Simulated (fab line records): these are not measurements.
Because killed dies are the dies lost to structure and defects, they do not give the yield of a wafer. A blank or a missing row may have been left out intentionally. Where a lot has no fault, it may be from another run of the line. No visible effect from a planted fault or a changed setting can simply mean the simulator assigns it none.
fab line records | flow rit_cmos
record lots=16 | wafers=48 | last_day=7
route steps=202 shown GATE@89 M1@202
lots with no fault: from the same line, run without faults
start_h: start of the lot's first displayed wafer, in hours after the record's first day | wait_h: how many hours have passed since the lot's step before this one | " identical to the entry in the row above | L1.1+2: one row covering several wafers at once | - no value present, or no start provided | * or withheld: withheld | < > ~ a bound
route shown NAME@n: a module of which the file shows steps, and the number in the route of the first | usual: mean/standard deviation taken from wafers without a fault | same: alike in all rows | chamber/n: place in a boat | sites: the reading at each site | _std_site: the standard deviation of these | _edge_site: outer sites' mean less inner sites' | radius_mm: for every site, how far away it sits from the centre of the wafer | mask NAME#n: copy n | behind: the last tool/chamber to shape the wafer | hold: what put the lot on hold/how long, in hours/how the hold closed | device: the transistor (n, p or np) that didn't switch | end of line: tests of these same wafers at the route's end | where a step has no rows: the recipe by itself | killed: at the first sort, the dies lost to defects and structure; wafer yield is something else | map: a wafer's dies, marking killed ones x, the rest . and places with no die _
set.NAME: the run value of the setting; set.NAME@STEP: its run value at that earlier step | model.NAME: the simulator's own value behind a step, which no gauge read
a sample of lots followed through the steps of the route, with each step as a table and each wafer as a row
services: when a tool's chamber went out of use (start_h, in hours from the record's first day, below 0 if earlier), for how many hours, and the reason
## steps
# step RIT_GATE_EXPOSE_13
# recipe mask_id=M6 | na=0.6 | source_shape=conventional | sigma_outer=0.6 | target_cd_nm=150 | dose_mj=380
# usual exposure_dose_mJ_cm2=379.9/0.34
lot.wafer | tool             | chamber | start_h | wait_h | mask | exposure_dose_mJ_cm2
L954.1    | iline_stepper-01 | 0       | 38.51   | 0.3    | M6#0 | 379.9
L954.2    | "                | 0       | "       | "      | M6#0 | 379.8
L954.4    | "                | 0       | "       | "      | M6#0 | 380.2
L956.2    | iline_stepper-01 | 0       | 48.95   | 0.1    | M6#0 | 380.0
L956.4    | "                | 0       | "       | "      | M6#0 | 379.2
L956.6    | "                | 0       | "       | "      | M6#0 | 379.8
L957.1    | iline_stepper-02 | 0       | 53.94   | 0.3    | M6#0 | 379.8
L957.3    | "                | 0       | "       | "      | M6#0 | 379.9
L957.6    | "                | 0       | "       | "      | M6#0 | 379.6
L958.1    | iline_stepper-02 | 0       | 62.36   | 0.1    | M6#0 | 380.1
L958.4    | "                | 0       | "       | "      | M6#0 | 380.7
L958.6    | "                | 0       | "       | "      | M6#0 | 379.9
L959.1    | iline_stepper-01 | 0       | 65.12   | 0.2    | M6#0 | 380.0
L959.2    | "                | 0       | "       | "      | M6#0 | 380.0
L959.4    | "                | 0       | "       | "      | M6#0 | 380.4
L960.1    | iline_stepper-02 | 0       | 72.96   | 0.2    | M6#0 | 380.2
L960.3    | "                | 0       | "       | "      | M6#0 | 379.9
L960.5    | "                | 0       | "       | "      | M6#0 | 379.6
L961.1    | iline_stepper-02 | 0       | 76.54   | 0.1    | M6#0 | 380.0
L961.3    | "                | 0       | "       | "      | M6#0 | 379.7
L961.4    | "                | 0       | "       | "      | M6#0 | 380.2
L962.1    | iline_stepper-01 | 0       | 81.04   | 0.2    | M6#0 | 379.5
L962.3    | "                | 0       | "       | "      | M6#0 | 379.9
L962.5    | "                | 0       | "       | "      | M6#0 | 379.9
L963.3    | iline_stepper-01 | 0       | 85.09   | 0.1    | M6#0 | 380.4
L963.4    | "                | 0       | "       | "      | M6#0 | 380.2
L963.5    | "                | 0       | "       | "      | M6#0 | 380.5
L964.1    | iline_stepper-01 | 0       | 90.86   | 0.1    | M6#0 | 334.1
L964.2    | "                | 0       | "       | "      | M6#0 | 333.8
L964.5    | "                | 0       | "       | "      | M6#0 | 334.0
L965.1    | iline_stepper-02 | 0       | 94.60   | 0.2    | M6#0 | 380.0
L965.3    | "                | 0       | "       | "      | M6#0 | 379.5
L965.6    | "                | 0       | "       | "      | M6#0 | 380.0
L969.3    | iline_stepper-01 | 0       | 114.07  | 0.2    | M6#0 | 342.8
L969.4    | "                | 0       | "       | "      | M6#0 | 342.3
L969.5    | "                | 0       | "       | "      | M6#0 | 342.4
L971.1    | iline_stepper-01 | 0       | 122.84  | 0.2    | M6#0 | 350.3
L971.3    | "                | 0       | "       | "      | M6#0 | 350.2
L971.4    | "                | 0       | "       | "      | M6#0 | 350.6
L972.1    | iline_stepper-01 | 0       | 129.73  | 0.1    | M6#0 | 356.7
L972.2    | "                | 0       | "       | "      | M6#0 | 356.5
L972.6    | "                | 0       | "       | "      | M6#0 | 356.1
L975.1    | iline_stepper-02 | 0       | 142.38  | 0.2    | M6#0 | 379.6
L975.3    | "                | 0       | "       | "      | M6#0 | 379.9
L975.4    | "                | 0       | "       | "      | M6#0 | 379.8
L977.2    | iline_stepper-02 | 0       | 152.67  | 0.2    | M6#0 | 380.0
L977.3    | "                | 0       | "       | "      | M6#0 | 379.5
L977.5    | "                | 0       | "       | "      | M6#0 | 379.3
# step RIT_GATE_CD_MEAS_16
# recipe target_cd_nm=150
# usual cd_nm=149.4/2.5
lot.wafer | tool      | chamber | start_h | wait_h | hold                     | cd_nm
L954.1    | cd_sem-02 | -       | 38.91   | -      | -                        | 147.3
L954.2    | "         | -       | "       | "      | -                        | 145.8
L954.4    | "         | -       | "       | "      | -                        | 144.6
L956.2    | cd_sem-01 | -       | 49.35   | -      | -                        | 150.6
L956.4    | "         | -       | "       | "      | -                        | 149.5
L956.6    | "         | -       | "       | "      | -                        | 147.6
L957.1    | cd_sem-01 | -       | 54.34   | -      | -                        | 146.5
L957.3    | "         | -       | "       | "      | -                        | 145.8
L957.6    | "         | -       | "       | "      | -                        | 145.1
L958.1    | cd_sem-01 | -       | 62.76   | -      | -                        | 146.6
L958.4    | "         | -       | "       | "      | -                        | 147.5
L958.6    | "         | -       | "       | "      | -                        | 149.4
L959.1    | cd_sem-02 | -       | 65.52   | -      | -                        | 151.1
L959.2    | "         | -       | "       | "      | -                        | 150.3
L959.4    | "         | -       | "       | "      | -                        | 149.9
L960.1    | cd_sem-02 | -       | 73.36   | -      | -                        | 147.0
L960.3    | "         | -       | "       | "      | -                        | 146.4
L960.5    | "         | -       | "       | "      | -                        | 146.7
L961.1    | cd_sem-01 | -       | 76.94   | -      | -                        | 152.3
L961.3    | "         | -       | "       | "      | -                        | 153.7
L961.4    | "         | -       | "       | "      | -                        | 152.8
L962.1    | cd_sem-02 | -       | 81.54   | -      | -                        | 152.8
L962.3    | "         | -       | "       | "      | -                        | 152.6
L962.5    | "         | -       | "       | "      | -                        | 150.3
L963.3    | cd_sem-02 | -       | 85.49   | -      | -                        | 148.9
L963.4    | "         | -       | "       | "      | -                        | 147.3
L963.5    | "         | -       | "       | "      | -                        | 148.9
L964.1    | cd_sem-01 | -       | 91.26   | -      | await_dispo/0.2h/release | 221.1
L964.2    | "         | -       | "       | "      | await_dispo/0.2h/release | 220.6
L964.5    | "         | -       | "       | "      | await_dispo/0.2h/release | 218.0
L964.1    | cd_sem-01 | -       | 91.54   | 0.3    | -                        | 220.8
L964.2    | "         | -       | "       | "      | -                        | 220.8
L964.5    | "         | -       | "       | "      | -                        | 218.1
L965.1    | cd_sem-02 | -       | 95.00   | -      | -                        | 150.1
L965.3    | "         | -       | "       | "      | -                        | 147.9
L965.6    | "         | -       | "       | "      | -                        | 148.4
L969.3    | cd_sem-02 | -       | 114.47  | -      | await_dispo/0.2h/release | 197.8
L969.4    | "         | -       | "       | "      | await_dispo/0.2h/release | 196.0
L969.5    | "         | -       | "       | "      | await_dispo/0.2h/release | 198.9
L969.3    | cd_sem-02 | -       | 114.92  | 0.4    | -                        | 197.7
L969.4    | "         | -       | "       | "      | -                        | 195.9
L969.5    | "         | -       | "       | "      | -                        | 199.1
L971.1    | cd_sem-01 | -       | 123.24  | -      | await_dispo/0.2h/release | 189.2
L971.3    | "         | -       | "       | "      | await_dispo/0.2h/release | 189.3
L971.4    | "         | -       | "       | "      | await_dispo/0.2h/release | 187.9
L971.1    | cd_sem-01 | -       | 123.53  | 0.3    | -                        | 189.1
L971.3    | "         | -       | "       | "      | -                        | 189.7
L971.4    | "         | -       | "       | "      | -                        | 188.0
L972.1    | cd_sem-02 | -       | 130.13  | -      | await_dispo/0.2h/release | 184.8
L972.2    | "         | -       | "       | "      | await_dispo/0.2h/release | 181.4
L972.6    | "         | -       | "       | "      | await_dispo/0.2h/release | 182.5
L972.1    | cd_sem-02 | -       | 130.57  | 0.4    | -                        | 184.7
L972.2    | "         | -       | "       | "      | -                        | 181.4
L972.6    | "         | -       | "       | "      | -                        | 182.4
L975.1    | cd_sem-01 | -       | 142.78  | -      | -                        | 150.4
L975.3    | "         | -       | "       | "      | -                        | 150.4
L975.4    | "         | -       | "       | "      | -                        | 150.9
L977.2    | cd_sem-02 | -       | 153.07  | -      | -                        | 146.9
L977.3    | "         | -       | "       | "      | -                        | 146.4
L977.5    | "         | -       | "       | "      | -                        | 148.3
# step RIT_M1_PROBE_99
# usual killed_at_contacts=0.1/0.35 | killed_at_front_end=6.9/2.8 | killed_dies=7.0/2.8 | killed_on_rim=1.8/1.3 | killed_open=3.4/2 | killed_short=3.5/2.1
# same gross_dies=264 | killed_at_M0_to_M3=0 | killed_at_M4_up=0 | killed_at_back_side=0 | killed_at_other=0
lot.wafer | tool      | chamber | start_h | wait_h | hold                   | killed_at_contacts | killed_at_front_end | killed_dies | killed_on_rim | killed_open | killed_short
L954.1    | prober-01 | -       | 60.12   | 0.1    | -                      | 1                  | 3                   | 4           | 2             | 2           | 2
L954.2    | prober-01 | -       | 60.17   | 0.1    | -                      | 0                  | 10                  | 10          | 2             | 5           | 5
L954.4    | prober-01 | -       | 60.27   | 0.2    | -                      | 0                  | 4                   | 4           | 1             | 1           | 3
L956.2    | prober-01 | -       | 69.72   | 0.1    | -                      | 0                  | 10                  | 10          | 1             | 4           | 6
L956.4    | prober-01 | -       | 69.82   | 0.2    | -                      | 0                  | 5                   | 5           | 2             | 5           | 0
L956.6    | prober-01 | -       | 69.92   | 0.2    | -                      | 0                  | 5                   | 5           | 3             | 2           | 3
L957.1    | prober-02 | -       | 78.25   | 0.1    | -                      | 0                  | 4                   | 4           | 1             | 3           | 1
L957.3    | prober-02 | -       | 78.35   | 0.2    | -                      | 0                  | 8                   | 8           | 2             | 7           | 1
L957.6    | prober-02 | -       | 78.50   | 0.2    | -                      | 0                  | 7                   | 7           | 2             | 4           | 3
L958.1    | prober-01 | -       | 83.06   | 0.1    | -                      | 0                  | 7                   | 7           | 2             | 0           | 7
L958.4    | prober-01 | -       | 83.21   | 0.2    | -                      | 0                  | 9                   | 9           | 0             | 4           | 5
L958.6    | prober-01 | -       | 83.31   | 0.2    | -                      | 0                  | 7                   | 7           | 1             | 5           | 2
L959.1    | prober-02 | -       | 86.86   | 0.1    | -                      | 0                  | 8                   | 8           | 3             | 3           | 5
L959.2    | prober-02 | -       | 86.91   | 0.1    | -                      | 0                  | 0                   | 0           | 0             | 0           | 0
L959.4    | prober-02 | -       | 87.01   | 0.2    | -                      | 0                  | 7                   | 7           | 3             | 4           | 3
L960.1    | prober-01 | -       | 93.43   | 0.1    | -                      | 0                  | 6                   | 6           | 3             | 1           | 5
L960.3    | prober-01 | -       | 93.53   | 0.2    | -                      | 0                  | 5                   | 5           | 2             | 1           | 4
L960.5    | prober-01 | -       | 93.63   | 0.2    | -                      | 1                  | 10                  | 11          | 4             | 4           | 7
L961.1    | prober-02 | -       | 96.98   | 0.1    | -                      | 0                  | 6                   | 6           | 1             | 3           | 3
L961.3    | prober-02 | -       | 97.08   | 0.2    | -                      | 0                  | 10                  | 10          | 2             | 2           | 8
L961.4    | prober-02 | -       | 97.13   | 0.2    | -                      | 0                  | 6                   | 6           | 2             | 3           | 3
L962.1    | prober-01 | -       | 102.73  | 0.1    | -                      | 0                  | 8                   | 8           | 4             | 5           | 3
L962.3    | prober-01 | -       | 102.83  | 0.2    | -                      | 0                  | 5                   | 5           | 2             | 3           | 2
L962.5    | prober-01 | -       | 102.93  | 0.2    | -                      | 1                  | 5                   | 6           | 1             | 4           | 2
L963.3    | prober-02 | -       | 108.45  | 0.2    | -                      | 0                  | 6                   | 6           | 1             | 3           | 3
L963.4    | prober-02 | -       | 108.50  | 0.2    | -                      | 0                  | 3                   | 3           | 0             | 2           | 1
L963.5    | prober-02 | -       | 108.55  | 0.2    | -                      | 0                  | 8                   | 8           | 2             | 4           | 4
L965.1    | prober-02 | -       | 115.24  | 0.1    | -                      | 0                  | 6                   | 6           | 1             | 3           | 3
L965.3    | prober-02 | -       | 115.34  | 0.2    | -                      | 0                  | 4                   | 4           | 0             | 3           | 1
L965.6    | prober-02 | -       | 115.49  | 0.2    | -                      | 0                  | 4                   | 4           | 0             | 1           | 3
L964.1    | prober-01 | -       | 129.29  | 0.1    | -                      | 0                  | 264                 | 264         | 70            | 5           | 2
L969.3    | prober-02 | -       | 147.80  | 0.2    | await_dispo/3.5h/scrap | 0                  | 264                 | 264         | 70            | 1           | 4
L969.4    | prober-02 | -       | 147.85  | 0.2    | await_dispo/3.5h/scrap | 0                  | 264                 | 264         | 70            | 2           | 2
L969.5    | prober-02 | -       | 147.90  | 0.2    | await_dispo/3.5h/scrap | 0                  | 264                 | 264         | 70            | 2           | 2
L971.1    | prober-02 | -       | 151.50  | 0.1    | await_dispo/2.8h/scrap | 0                  | 262                 | 262         | 68            | 4           | 2
L971.3    | prober-02 | -       | 151.60  | 0.2    | await_dispo/2.8h/scrap | 0                  | 263                 | 263         | 69            | 4           | 3
L971.4    | prober-02 | -       | 151.65  | 0.2    | await_dispo/2.8h/scrap | 0                  | 259                 | 259         | 66            | 6           | 3
L972.1    | prober-01 | -       | 163.54  | 0.1    | await_dispo/8.3h/scrap | 0                  | 246                 | 246         | 65            | 2           | 6
L972.2    | prober-01 | -       | 163.59  | 0.1    | await_dispo/8.3h/scrap | 1                  | 226                 | 227         | 56            | 2           | 4
L972.6    | prober-01 | -       | 163.79  | 0.2    | await_dispo/8.3h/scrap | 0                  | 233                 | 233         | 58            | 3           | 3
L975.1    | prober-02 | -       | 165.06  | 0.1    | -                      | 1                  | 13                  | 14          | 3             | 4           | 10
L975.3    | prober-02 | -       | 165.16  | 0.2    | -                      | 0                  | 6                   | 6           | 1             | 3           | 3
L975.4    | prober-02 | -       | 165.21  | 0.2    | -                      | 0                  | 7                   | 7           | 2             | 3           | 4
L977.2    | prober-02 | -       | 174.46  | 0.1    | -                      | 0                  | 3                   | 3           | 0             | 0           | 3
L977.3    | prober-02 | -       | 174.51  | 0.2    | -                      | 0                  | 10                  | 10          | 4             | 5           | 5
L977.5    | prober-02 | -       | 174.61  | 0.2    | -                      | 0                  | 5                   | 5           | 2             | 1           | 4
# killed by level:class
L954.1 GATE:geometric_particle:open=2 GATE:geometric_particle:short=1 CONTACT:geometric_particle:short=1
L954.2 GATE:geometric_particle:short=3 SPACER:geometric_particle:open=3 GATE:geometric_particle:open=2 SPACER:geometric_particle:short=2
L954.4 GATE:geometric_particle:short=2 GATE:geometric_particle:open=1 SPACER:geometric_particle:short=1
L956.2 FOX1:geometric_particle:short=4 FOX1:geometric_particle:open=4 GATE:geometric_particle:short=1 SILICIDE:geometric_particle:short=1
L956.4 FOX1:geometric_particle:open=4 GATE:geometric_particle:open=1
L956.6 GATE:geometric_particle:short=2 FOX1:geometric_particle:open=1 FOX2:geometric_particle:open=1 REOX:geometric_particle:short=1
L957.1 GATE:geometric_particle:open=2 GATE:geometric_particle:short=1 REOX:geometric_particle:open=1
L957.3 GATE:geometric_particle:open=4 FOX2:geometric_particle:open=1 REOX:geometric_particle:open=1 REOX:geometric_particle:short=1 SPACER:geometric_particle:open=1
L957.6 REOX:geometric_particle:open=3 FOX1:geometric_particle:short=1 FOX2:geometric_particle:short=1 GATE:geometric_particle:open=1 SILICIDE:geometric_particle:short=1
L958.1 FOX1:geometric_particle:short=2 GATE:geometric_particle:short=2 FOX2:geometric_particle:short=1 REOX:geometric_particle:short=1 SILICIDE:geometric_particle:short=1
L958.4 GATE:geometric_particle:short=3 REOX:geometric_particle:open=2 FOX1:geometric_particle:short=1 FOX1:geometric_particle:open=1 GATE:geometric_particle:open=1 REOX:geometric_particle:short=1
L958.6 FOX2:geometric_particle:open=2 GATE:geometric_particle:short=2 SILICIDE:geometric_particle:open=2 REOX:geometric_particle:open=1
L959.1 GATE:geometric_particle:short=5 GATE:geometric_particle:open=2 FOX1:geometric_particle:open=1
L959.4 GATE:geometric_particle:open=2 SPACER:geometric_particle:short=2 FOX1:geometric_particle:open=1 GATE:geometric_particle:short=1 SPACER:geometric_particle:open=1
L960.1 SPACER:geometric_particle:short=3 REOX:geometric_particle:short=1 FOX2:geometric_particle:short=1 GATE:geometric_particle:open=1
L960.3 GATE:geometric_particle:short=3 GATE:geometric_particle:open=1 SPACER:geometric_particle:short=1
L960.5 GATE:geometric_particle:short=2 GATE:geometric_particle:open=2 SPACER:geometric_particle:short=2 SILICIDE:geometric_particle:short=2 SPACER:geometric_particle:open=1 SILICIDE:geometric_particle:open=1 CONTACT:geometric_particle:short=1
L961.1 GATE:geometric_particle:short=1 GATE:geometric_particle:open=1 REOX:geometric_particle:short=1 SPACER:geometric_particle:short=1 SPACER:geometric_particle:open=1 SILICIDE:geometric_particle:open=1
L961.3 GATE:geometric_particle:short=4 SILICIDE:geometric_particle:short=3 FOX1:geometric_particle:short=1 GATE:geometric_particle:open=1 SILICIDE:geometric_particle:open=1
L961.4 REOX:geometric_particle:short=2 GATE:geometric_particle:short=1 GATE:geometric_particle:open=1 REOX:geometric_particle:open=1 SPACER:geometric_particle:open=1
L962.1 SPACER:geometric_particle:open=3 FOX1:geometric_particle:open=1 FOX1:geometric_particle:short=1 GATE:geometric_particle:short=1 REOX:geometric_particle:open=1 SILICIDE:geometric_particle:short=1
L962.3 REOX:geometric_particle:open=2 SPACER:geometric_particle:short=2 GATE:geometric_particle:open=1
L962.5 FOX1:geometric_particle:open=1 FOX1:geometric_particle:short=1 GATE:geometric_particle:open=1 GATE:geometric_particle:short=1 REOX:geometric_particle:open=1 CONTACT:geometric_particle:open=1
L963.3 GATE:geometric_particle:short=3 GATE:geometric_particle:open=1 REOX:geometric_particle:open=1 SPACER:geometric_particle:open=1
L963.4 GATE:geometric_particle:open=1 GATE:geometric_particle:short=1 SPACER:geometric_particle:open=1
L963.5 REOX:geometric_particle:open=3 GATE:geometric_particle:short=2 GATE:geometric_particle:open=1 REOX:geometric_particle:short=1 SPACER:geometric_particle:short=1
L965.1 GATE:geometric_particle:open=2 GATE:geometric_particle:short=1 REOX:geometric_particle:short=1 REOX:geometric_particle:open=1 SPACER:geometric_particle:short=1
L965.3 FOX1:geometric_particle:short=1 FOX2:geometric_particle:open=1 SPACER:geometric_particle:open=1 SILICIDE:geometric_particle:open=1
L965.6 SILICIDE:geometric_particle:short=2 FOX1:geometric_particle:short=1 SILICIDE:geometric_particle:open=1
L964.1 GATE:area_expose=257 GATE:geometric_particle:open=3 FOX2:geometric_particle:open=1 GATE:geometric_particle:short=1 SPACER:geometric_particle:short=1 SPACER:geometric_particle:open=1
L969.3 GATE:area_expose=259 GATE:geometric_particle:short=4 SILICIDE:geometric_particle:open=1
L969.4 GATE:area_expose=260 FOX1:geometric_particle:short=1 GATE:geometric_particle:short=1 GATE:geometric_particle:open=1 SPACER:geometric_particle:open=1
L969.5 GATE:area_expose=260 GATE:geometric_particle:open=2 FOX1:geometric_particle:short=1 SPACER:geometric_particle:short=1
L971.1 GATE:area_expose=256 FOX2:geometric_particle:open=2 GATE:geometric_particle:short=2 GATE:geometric_particle:open=1 REOX:geometric_particle:open=1
L971.3 GATE:area_expose=256 GATE:geometric_particle:open=3 SPACER:geometric_particle:short=2 GATE:geometric_particle:short=1 SPACER:geometric_particle:open=1
L971.4 GATE:area_expose=250 GATE:geometric_particle:open=3 REOX:geometric_particle:short=2 GATE:geometric_particle:short=1 REOX:geometric_particle:open=1 SPACER:geometric_particle:open=1 SILICIDE:geometric_particle:open=1
L972.1 GATE:area_expose=238 SPACER:geometric_particle:short=3 GATE:geometric_particle:short=2 FOX2:geometric_particle:short=1 GATE:geometric_particle:open=1 SILICIDE:geometric_particle:open=1
L972.2 GATE:area_expose=221 GATE:geometric_particle:short=2 GATE:geometric_particle:open=1 SILICIDE:geometric_particle:open=1 SILICIDE:geometric_particle:short=1 CONTACT:geometric_particle:short=1
L972.6 GATE:area_expose=227 GATE:geometric_particle:short=2 FOX2:geometric_particle:open=1 GATE:geometric_particle:open=1 SPACER:geometric_particle:open=1 SPACER:geometric_particle:short=1
L975.1 SPACER:geometric_particle:short=4 GATE:geometric_particle:short=2 SILICIDE:geometric_particle:open=2 ACTIVE:geometric_particle:short=1 FOX1:geometric_particle:short=1 FOX2:geometric_particle:short=1 FOX2:geometric_particle:open=1 SPACER:geometric_particle:open=1
L975.3 REOX:geometric_particle:open=2 FOX2:geometric_particle:short=1 GATE:geometric_particle:open=1 REOX:geometric_particle:short=1 SILICIDE:geometric_particle:short=1
L975.4 GATE:geometric_particle:open=3 FOX1:geometric_particle:short=1 GATE:geometric_particle:short=1 SPACER:geometric_particle:short=1 SILICIDE:geometric_particle:short=1
L977.2 FOX1:geometric_particle:short=1 GATE:geometric_particle:short=1 SILICIDE:geometric_particle:short=1
L977.3 GATE:geometric_particle:short=3 GATE:geometric_particle:open=3 FOX1:geometric_particle:short=2 FOX1:geometric_particle:open=1 SILICIDE:geometric_particle:open=1
L977.5 GATE:geometric_particle:short=2 REOX:geometric_particle:short=2 FOX1:geometric_particle:open=1
## services
tool             | chamber | start_h | hours | kind
iline_stepper-01 | 0       | 42.99   | -     | calibration
iline_stepper-01 | -       | 50.30   | 4.4   | pm
iline_stepper-02 | 0       | 71.85   | -     | calibration
## key
first_sign step=RIT_GATE_EXPOSE_13 | reading=exposure_dose_mJ_cm2 | direction=down | sigmas=99+ | usual=379.9 | struck=345.8
effect step=RIT_GATE_CD_MEAS_16 | reading=visit | direction=added | through=control_loop
effect step=RIT_GATE_CD_MEAS_16 | reading=cd_nm | direction=up | sigmas=19 | usual=149.4 | struck=197.3 | through=control_loop
effect step=RIT_M1_PROBE_99 | reading=killed_at_front_end | direction=up | sigmas=89 | usual=6.9 | struck=254.5
more_kills_born_at RIT_GATE_EXPOSE_13@iline_stepper-01=2484
met_at RIT_GATE_EXPOSE_13
struck_lots L964,L969,L971,L972
rows_end L964.2,L964.5
later_rows_left_out L964.1,L969.3,L969.4,L969.5,L971.1,L971.3,L971.4,L972.1,L972.2,L972.6
tester_left_out L964,L969,L971,L972
loop_trim step=RIT_GATE_EXPOSE_13 | setting=dose | lots=L969,L971,L972
onset_between 85.09 90.86
fault kind=process_parameter_drift | tool=iline_stepper-01 | chamber=- | onset_h=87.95 | steps=RIT_GATE_EXPOSE_13 | channel=dose_mj | offset=-45.935 | shape=step | acts_in=these_recipes_only | stated=380
# tester_left_out: of these lots the tester's yield and bins aren't shown, on N5 and GAA mostly nor the transistor test; their killed dies are dies lost to structure and defects alone, not to doping, threshold or leakage, so they don't give the yield
# later_rows_left_out: the simulator's readings of these wafers behind a module that went badly wrong aren't trusted and aren't shown, but for the sort
# rows_end: these wafers met a further fault down the route, and their rows from its step on are left out
# loop_trim: a control loop set the setting to another value than it would have without faults
